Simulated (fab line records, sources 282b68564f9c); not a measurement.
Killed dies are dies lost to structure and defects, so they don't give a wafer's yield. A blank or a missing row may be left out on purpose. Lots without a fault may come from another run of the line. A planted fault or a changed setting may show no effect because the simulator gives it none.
A struck lot beside a sound one | flow rit_cmos | 17 steps out of a route of 202
Sound: wafers L426.1, L426.4, L426.6. Struck: wafer L440.1. (L440.3, L440.5 of the same lot were not struck and are left out.) The cause comes at the end.
At each step with rows: each side's tool, then ch and its chambers, then its first start. Under that, the readings that differ: sound wafers | struck wafers | difference of the means | sigmas: that difference in standard deviations of wafers without a fault.
alike: readings whose means differ by less than 2 such deviations, and words and numbers that are the same on both sides. not compared: withheld readings, readings that some wafer has no value for, bounds like >300 that may hide the same value, and numbers for which the record gives no deviation and whose values overlap.
The two part at a step that has a row with sigmas, a row that says differs or no value, or rows on one side only. Numbers that don't overlap but have no deviation are shown without sigmas and don't part them. A reading that every wafer of one side lacks parts them only if that side has two wafers or more.

first, 1 step without rows for these wafers: RIT_PSD_IMPLANT_08.
RIT_PSD_STRIP_09: strips in O2, time 180 s.
  sound on plasma_asher-01 ch 0,1, day 3 17:26; struck on plasma_asher-04 ch 1, day 6 18:40
  reading                     | sound       | struck | difference | sigmas
  drypump_motor_current_A (A) | 5.3 5.2 5.3 | 6.3    | +1.0       | +2
  alike: o2_flow_sccm
  not compared: rf_hours_counter_h
RIT_PSD_TW_MEAS_10:
  sound on film_metro-03, day 3 17:37; struck on film_metro-02, day 6 18:50
  reading | sound          | struck | difference | sigmas
  PSD_TW  | 3398 3396 3386 | 3445   | +52        | +3
then, 3 steps without rows for these wafers: RIT_SDANNEAL_CLEAN_00 (cleans in SC1, time 600 s); RIT_SDANNEAL_CLEAN_01 (cleans in dHF, time 30 s); RIT_SDANNEAL_CLEAN_02 (cleans in SC2, time 612.6 s).
RIT_SDANNEAL_RTA_03: time 5 s.
  sound on rtp_anneal-01 ch 0, day 3 18:04; struck on rtp_anneal-01 ch 0, day 6 19:17
  alike: wafer_temp_C_max
RIT_SDANNEAL_RS_MEAS_04: measures by four-point-probe.
  sound on film_metro-02, day 3 18:08; struck on film_metro-01, day 6 19:21
  alike: PSD_RS
RIT_SDANNEAL_RS_MEAS_05: measures by four-point-probe.
  sound on film_metro-02, day 3 18:15; struck on film_metro-01, day 6 19:28
  alike: NSD_RS
RIT_SDANNEAL_RS_MEAS_06: measures by four-point-probe.
  sound on film_metro-02, day 3 18:22; struck on film_metro-01, day 6 19:35
  alike: PLDD_RS
RIT_SDANNEAL_RS_MEAS_07: measures by four-point-probe.
  sound on film_metro-02, day 3 18:29; struck on film_metro-01, day 6 19:43
  alike: NLDD_RS
then, 1 step without rows for these wafers: RIT_SILICIDE_WET_ETCH_00 (etches SiO2 in BOE, target depth 14 nm, time 15 s).
RIT_SILICIDE_SPUTTER_01: material Ti, target thk 30 nm, time 240 s.
  sound on pvd_sputter-02, day 3 18:37; struck on pvd_sputter-01, day 6 19:50
  reading                                     | sound            | struck | difference | sigmas
  model.Ti_of_SILICIDE_SPUTTER_01.thk_nm (nm) | 30.52 29.6 29.85 | 32.77  | +2.78      |
  alike: throttle_valve_pct
RIT_SILICIDE_RS_MEAS_02: measures by four-point-probe.
  sound on film_metro-03, day 3 18:46; struck on film_metro-03, day 6 19:59
  reading                 | sound          | struck | difference | sigmas
  SILICIDE_TI_RS (ohm/sq) | 46.8 48.7 48.3 | 42.9   | -5.0       | -6
RIT_SILICIDE_THK_MEAS_03: measures by xrf.
  sound on film_metro-03, day 3 18:53; struck on film_metro-03, day 6 20:07
  reading              | sound          | struck | difference | sigmas
  SILICIDE_TI_THK (nm) | 31.4 30.2 30.7 | 33.5   | +2.7       | +6
RIT_SILICIDE_RTA_04: time 10 s, ramp up 5 s, ramp down 5 s.
  sound on rtp_anneal-02 ch 0, day 3 18:57; struck on rtp_anneal-02 ch 0, day 6 20:10
  alike: wafer_temp_C_max
RIT_M1_PROBE_99:
  sound on prober-02, day 4 01:33; struck on prober-02, day 7 03:01
  reading                              | sound             | struck | difference | sigmas
  model.etest.contact_pplus.end_ohm_um | 45.8 43.26 44.96  | 46.86  | +2.19      |
  model.etest.contact_nplus.end_ohm_um | 42.11 41.57 42    | 46.47  | +4.58      |
  model.etest.npoly_line.rs_ohm_sq     | 16.76 17.12 17.1  | 15.96  | -1.03      |
  model.etest.ppoly_line.rs_ohm_sq     | 16.19 16.59 16.68 | 15.57  | -0.92      |
  model.etest.npoly_sal.rs_ohm_sq      | 4.31 4.429 4.405  | 3.992  | -0.389     |
  model.etest.ppoly_sal.rs_ohm_sq      | 4.273 4.409 4.397 | 4.006  | -0.354     |
  model.etest.pplus_sal.rs_ohm_sq      | 4.238 4.413 4.399 | 3.975  | -0.375     |
  model.etest.nplus_sal.rs_ohm_sq      | 4.28 4.359 4.372  | 3.97   | -0.37      |
  alike: killed_at_contacts, killed_at_front_end, killed_dies, killed_open, killed_short

WHERE THEY PART
First at RIT_PSD_STRIP_09; last, within this record, at RIT_SILICIDE_THK_MEAS_03. Later steps at which nothing parts them and some readings are alike: RIT_SILICIDE_RTA_04, RIT_M1_PROBE_99.

WHY: what the simulator had put in
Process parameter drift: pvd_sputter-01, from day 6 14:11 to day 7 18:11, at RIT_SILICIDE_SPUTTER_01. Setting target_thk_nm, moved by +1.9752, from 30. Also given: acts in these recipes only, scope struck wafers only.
